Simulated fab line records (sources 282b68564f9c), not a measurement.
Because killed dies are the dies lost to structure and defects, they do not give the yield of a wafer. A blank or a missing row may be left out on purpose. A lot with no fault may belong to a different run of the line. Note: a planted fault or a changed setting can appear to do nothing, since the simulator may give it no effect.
Chamber matching -- flow rit-cmos -- RIT_CONTACT_CVD_00 on pecvd-03 has 3 sister chambers
The step deposits SiO2 from TEOS, target thk 400 nm, time 61 s. 14 wafers are shown with their chamber, then 7 later ones without.

## WAFERS WITH THEIR CHAMBER
wafer,chamber,rf-fwd-power-W (W),heater-power-w (W)
L149.1,2,398.6,377
L149.4,1,397.9,399
L149.6,2,397.5,383
L152.4,2,398.0,342
L152.5,0,396.3,382
L152.6,1,396.4,396
L155.1,2,398.6,354
L155.3,1,397.7,365
L155.6,2,398.6,363
L158.4,0,397.5,308
L158.5,1,399.5,308
L158.6,2,398.9,405
L161.1,0,394.9,402
L161.2,2,399.3,365

SIGNATURES (averages over the wafers above)
reading,chamber 0,chamber 1,chamber 2,scatter within a chamber
rf-fwd-power-W,396.233,397.875,398.500,0.968
heater-power-w,364.00,367.00,369.86,34.1
Rule: a wafer lies at a distance from a chamber equal to the root of the sum of squares, over the readings, of (its reading less the chamber's mean, divided by the reading's scatter). If the next closest chamber is less than 2 further off than the closest, the wafer can't be placed; otherwise it belongs to the closest. The scatter: take each reading less its chamber's mean, square it, sum over the shown wafers, divide by the number of wafers less the number of chambers, and take the root.

## WAFERS WHOSE CHAMBER IS MISSING
wafer,rf-fwd-power-W (W),heater-power-w (W)
L161.6,399.4,344
L164.1,397.0,384
L164.3,397.6,357
L164.4,396.4,379
L170.1,396.2,406
L170.2,399.8,353
L170.6,395.4,312

## EACH ONE'S CHAMBER
wafer,from the rows above,in truth
L161.6,can't be placed: 2 or 1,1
L164.1,can't be placed: 0 or 1 or 2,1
L164.3,can't be placed: 1 or 2 or 0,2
L164.4,can't be placed: 0 or 1 or 2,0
L170.1,can't be placed: 0 or 1 or 2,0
L170.2,can't be placed: 2 or 1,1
L170.6,can't be placed: 0 or 1 or 2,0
Placed correctly: 0 of 7. Cannot be placed on the basis of these rows: 7; the candidates contain the true chamber in 7. 0 placed wrongly.
